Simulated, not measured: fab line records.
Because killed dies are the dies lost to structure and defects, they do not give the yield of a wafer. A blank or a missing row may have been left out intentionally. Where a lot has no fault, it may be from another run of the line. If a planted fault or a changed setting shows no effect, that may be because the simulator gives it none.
Chamber matching | flow berkeley-cmos170 | 4 sister chambers for UCB170_GATE_ETCH_14 on rie-diel-03
The step etches BARC in N2/H2. 8 wafers are shown with their chamber, then 7 later ones without.

== WAFERS, EACH WITH ITS CHAMBER ==
wafer  | chamber | throttle-valve-pct (%) | drypump-motor-current-A (A)
L478.2 | 2       | 13.46                  | 5.0
L478.5 | 3       | 13.02                  | 6.4
L479.4 | 2       | 13.46                  | 5.0
L482.2 | 1       | 13.17                  | 5.7
L482.4 | 0       | 13.35                  | 5.8
L482.6 | 1       | 13.18                  | 5.7
L484.2 | 0       | 13.36                  | 5.8
L484.4 | 3       | 13.02                  | 6.5

== WAFERS WITH NO CHAMBER GIVEN ==
wafer  | throttle-valve-pct (%) | drypump-motor-current-A (A)
L484.6 | 13.47                  | 5.0
L495.1 | 13.19                  | 5.7
L495.4 | 13.35                  | 5.7
L495.5 | 13.01                  | 6.5
L498.2 | 13.37                  | 5.8
L498.3 | 13.17                  | 5.7
L498.4 | 13.47                  | 5.0

== WHICH CHAMBER EACH WENT THROUGH ==
wafer  | from the rows above | in truth
L484.6 | 2                   | 2
L495.1 | 1                   | 1
L495.4 | 0                   | 0
L495.5 | 3                   | 3
L498.2 | 0                   | 0
L498.3 | 1                   | 1
L498.4 | 2                   | 2
Correct placement for 7 of the 7. From these rows, 0 cannot be placed. Placed wrongly: 0.
How it was worked out, from the rows above alone: a wafer's distance from a chamber is the root of the sum, over the readings, of the square of ((its reading less the chamber's mean) divided by the reading's scatter). If the next closest chamber is less than 2 further off than the closest, the wafer can't be placed; otherwise it belongs to the closest. For every chamber, the mean is computed from those of its wafers that are shown. The scatter: the root of (the sum of the squares of (reading less its chamber's mean) over the shown wafers, divided by (wafers less chambers)).
